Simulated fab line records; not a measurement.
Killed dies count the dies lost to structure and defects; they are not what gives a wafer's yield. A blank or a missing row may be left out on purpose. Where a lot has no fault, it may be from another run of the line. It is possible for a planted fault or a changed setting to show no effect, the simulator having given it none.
Struck lot and sound lot, side by side | flow berkeley cmos170 | 15 steps out of a route of 331
Sound: wafers L451.3, L451.5, L451.6. Struck: wafers L456.3, L456.6 (left out: L456.2, a lot-mate that was not struck); the cause follows at the end.
At each step with rows: each side's tool, then ch and its chambers, then its first start. Under that, the readings that differ: sound wafers | struck wafers | difference of the means | sigmas: that difference in standard deviations of wafers without a fault.
alike: readings with means less than 2 such deviations apart, plus words and numbers identical on both sides. not compared: withheld readings, readings lacking a value on some wafer, bounds such as >300 that could conceal the same value, and numbers that have no deviation in the record and whose values overlap.
A row with sigmas, a row that says differs or no value, or rows on one side alone: a step with any of these is where the two part. When numbers do not overlap yet have no deviation, they are printed without sigmas and do not part them. A reading that every wafer of one side lacks parts them only if that side has two wafers or more.

first, 2 steps without rows for these wafers: UCB170_GATE_ANNEAL_03 (time 1800 s); UCB170_GATE_CVD_04 (deposits poly-Si from SiH4, time 1440 s, target thk 214 nm).
UCB170_GATE_THK_MEAS_05:
  sound on film metro-01 at day 9 18:42; struck on film metro-03 at day 11 15:53
  alike: GATE_POLY_THK
then, 6 steps without rows for these wafers: UCB170_GATE_COAT_06; UCB170_GATE_COAT_07 (resist thk 900 nm); UCB170_GATE_SOFTBAKE_08 (time 60 s); UCB170_GATE_EXPOSE_09 (exposes mask POLY, target cd 350 nm); UCB170_GATE_PEB_10; UCB170_GATE_DEVELOP_11 (develop time 45 s).
UCB170_GATE_CD_MEAS_12: the cd target is 350 nm.
  sound on cd sem-01 at day 9 20:10; struck on cd sem-01 at day 11 16:47
  alike: cd nm
UCB170_GATE_OVL_MEAS_13:
  sound on overlay-01 at day 9 20:16; struck on overlay-01 at day 11 16:54
  reading       | sound       | struck | difference | sigmas
  GATE_OVL (nm) | -12 -17 -12 | 0 -1   | +13        | +2
UCB170_GATE_ETCH_14: etches BARC in N2/H2.
  sound on rie diel-03 ch 1,2,3, day 9 20:17; struck on rie diel-03 ch 1,2, day 11 16:56
  alike: drypump motor current A, oes product au, throttle valve pct
UCB170_GATE_ETCH_15: etches poly-Si in HBr/Cl2, stops on SiO2, time 56.3 s, target depth 278.2 nm.
  sound on rie si-02 ch 0,2, day 9 20:20; struck on rie si-02 ch 0, day 11 16:58
  reading                               | sound             | struck      | difference | sigmas
  oes product au (a.u.)                 | 0.830 0.837 0.832 | 0.872 0.875 | +0.040     | +3
  model.KrF_of_GATE_COAT_07.thk nm (nm) | 769.2 769.7 769.9 | 775.8 777   | +6.8       |
  alike: drypump motor current A, throttle valve pct
  not compared: rf hours counter h
UCB170_GATE_STRIP_16: strips in O2.
  sound on plasma asher-01 ch 0,1, day 9 20:25; struck on plasma asher-01 ch 0, day 11 17:01
  alike: drypump motor current A, oes product au
  not compared: rf hours counter h
UCB170_M3_PROBE_99:
  rows exist in the record for the struck wafers here (prober-02, day 13 07:34), but not for the sound ones

## WHERE THEY PART
At UCB170_GATE_OVL_MEAS_13 first; at UCB170_M3_PROBE_99 last (within this record only).

WHY: what the simulator had put in
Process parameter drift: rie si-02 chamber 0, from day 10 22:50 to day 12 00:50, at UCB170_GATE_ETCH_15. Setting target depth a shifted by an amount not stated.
